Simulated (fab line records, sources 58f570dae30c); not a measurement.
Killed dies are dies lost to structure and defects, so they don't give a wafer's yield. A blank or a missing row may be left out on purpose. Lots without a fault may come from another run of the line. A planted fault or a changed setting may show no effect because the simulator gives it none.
Which tool did it? | flow berkeley_cmos170 | 14 lots, 42 wafers sampled, at 1 step of a route of 331

WHAT THE GAUGES READ, wafer by wafer
The record holds no reading of a measuring or inspecting step that can be judged against a usual standard deviation.

WHICH TOOL RAN EACH LOT (tool, then ch and the chambers of the sampled wafers, then the start)
lot  | UCB170_SCREENOX_OXIDATION_01
L444 | furnace-01 ch 0, day 5 15:26
L447 | furnace-01 ch 0, day 6 22:07
L448 | furnace-01 ch 0, day 6 22:07
L449 | furnace-01 ch 0, day 6 22:07
L450 | furnace-01 ch 0, day 6 22:07
L451 | furnace-02 ch 0, day 7 10:52
L452 | furnace-02 ch 0, day 7 10:52
L459 | furnace-04 ch 0, day 8 22:08
L461 | furnace-04, day 9 13:13
L460 | furnace-01, day 9 20:50
L464 | furnace-04 ch 0, day 10 06:29
L465 | furnace-04 ch 0, day 10 21:11
L466 | furnace-04 ch 0, day 10 21:11
L467 | furnace-04 ch 0, day 10 21:11
- UCB170_SCREENOX_OXIDATION_01: target thk 14.4 nm, ox time 2400 s.

WHAT THE TOOLS THEMSELVES READ (means of the sampled wafers that have a number; where no wafer has one, the mark that the record gives instead)
UCB170_SCREENOX_OXIDATION_01.
lot  | tool       | ox_temp_c (C) | ox_temp_c_max | spike_tc_source_C (C) | tube_center_temp_C (C)
L444 | furnace-01 | 899.9         | 904.9         | 924.4                 | 899.92
L447 | furnace-01 | 900.3         | 904.3         | 923.0                 | 900.04
L448 | furnace-01 | 900.4         | 905.1         | 923.7                 | 900.03
L449 | furnace-01 | 900.4         | 904.8         | 923.8                 | 900.03
L450 | furnace-01 | 900.1         | 904.6         | 924.0                 | 899.92
L451 | furnace-02 | 900.2         | 903.4         | 922.5                 | 899.90
L452 | furnace-02 | 899.9         | 903.1         | 923.1                 | 900.08
L459 | furnace-04 | 899.7         | 904.1         | 924.0                 | 900.00
L461 | furnace-04 | -             | -             | -                     | -
L460 | furnace-01 | -             | -             | -                     | -
L464 | furnace-04 | 900.2         | 904.6         | 925.3                 | 900.05
L465 | furnace-04 | 899.9         | 904.0         | 924.8                 | 900.01
L466 | furnace-04 | 899.4         | 903.4         | 925.7                 | 899.96
L467 | furnace-04 | 899.8         | 904.6         | 926.0                 | 900.04

THE ANSWER, worked out from the rows above alone
Rule: what is usual is taken from the lots themselves. Put in order of their means at a reading, lots are off if they are a third of the lots or fewer, leave a main group of 4 or more, and stand apart from it by a gap of 3 or more times the standard deviation of the main group's means; of several such gaps the widest counts. A main group whose means are all the same, to the digits that the tables above print for the reading, isn't used. A lot without any number at a reading at which 4 lots or more have one is off too. The other lots that the step has rows for count as sound. The gauges are gone through in route order, then the tools' own readings, and for those a lot's mean is taken as printed above. The first step at which some lot is off is used, and at that step the reading that is off furthest; a lot without a number counts as furthest.
Off: L461, L460, at UCB170_SCREENOX_OXIDATION_01 (ox_temp_c). Without a number there: L461, L460. The main group: mean 900.0 C, standard deviation 0.29.
A tool fits if, at that step or a process step before it, it ran every lot that is off, and no sound lot after the first of them. None of those tried fits.

WHAT THE SIMULATOR HAD PUT IN
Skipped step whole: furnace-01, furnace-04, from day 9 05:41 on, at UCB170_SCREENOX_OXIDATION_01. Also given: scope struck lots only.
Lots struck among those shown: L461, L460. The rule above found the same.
